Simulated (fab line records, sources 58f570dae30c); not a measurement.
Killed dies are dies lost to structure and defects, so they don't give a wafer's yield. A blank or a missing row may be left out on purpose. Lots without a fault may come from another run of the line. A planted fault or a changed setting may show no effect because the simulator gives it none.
Which tool did it? | flow berkeley_cmos170 | 7 lots, 21 wafers sampled, at 2 steps of a route of 331

WHAT THE GAUGES READ, wafer by wafer
UCB170_V2_BOW_MEAS_03.
lot  | measured     | on            | V2_BOW (um)
L619 | day 9 22:31  | film_metro-04 | 40 41 38
L621 | day 10 07:15 | film_metro-03 | 43 38 39
L622 | day 10 21:01 | film_metro-01 | 32 35 26
L625 | day 11 09:33 | film_metro-01 | 31 26 40
L627 | day 11 13:07 | film_metro-04 | 51 49 54 - - -
L636 | day 13 12:36 | film_metro-03 | 33 30 25
L637 | day 14 05:59 | film_metro-01 | 33 42 24

WHICH TOOL RAN EACH LOT (tool, then ch and the chambers of the sampled wafers, then the start)
lot  | UCB170_V2_CMP_02
L619 | cmp-01 ch 0,1,3, day 9 22:12
L621 | cmp-02 ch 1,2,3, day 10 07:05
L622 | cmp-01 ch 0,1,2, day 10 20:43
L625 | cmp-02 ch 0,1,3, day 11 09:24
L627 | cmp-01 ch 1,2, day 11 12:48
L636 | cmp-01 ch 1,2, day 13 12:14
L637 | cmp-01 ch 0,2,3, day 14 05:46
- UCB170_V2_CMP_02: polishes SiO2.

THE ANSWER, worked out from the rows above alone
Rule: what is usual is taken from the lots themselves. Put in order of their means at a reading, lots are off if they are a third of the lots or fewer, leave a main group of 4 or more, and stand apart from it by a gap of 3 or more times the standard deviation of the main group's means; of several such gaps the widest counts. A main group whose means are all the same, to the digits that the tables above print for the reading, isn't used. A lot without any number at a reading at which 4 lots or more have one is off too. The other lots that the step has rows for count as sound.
No lot is off at any reading shown: from this, nothing can be told.

WHAT THE SIMULATOR HAD PUT IN
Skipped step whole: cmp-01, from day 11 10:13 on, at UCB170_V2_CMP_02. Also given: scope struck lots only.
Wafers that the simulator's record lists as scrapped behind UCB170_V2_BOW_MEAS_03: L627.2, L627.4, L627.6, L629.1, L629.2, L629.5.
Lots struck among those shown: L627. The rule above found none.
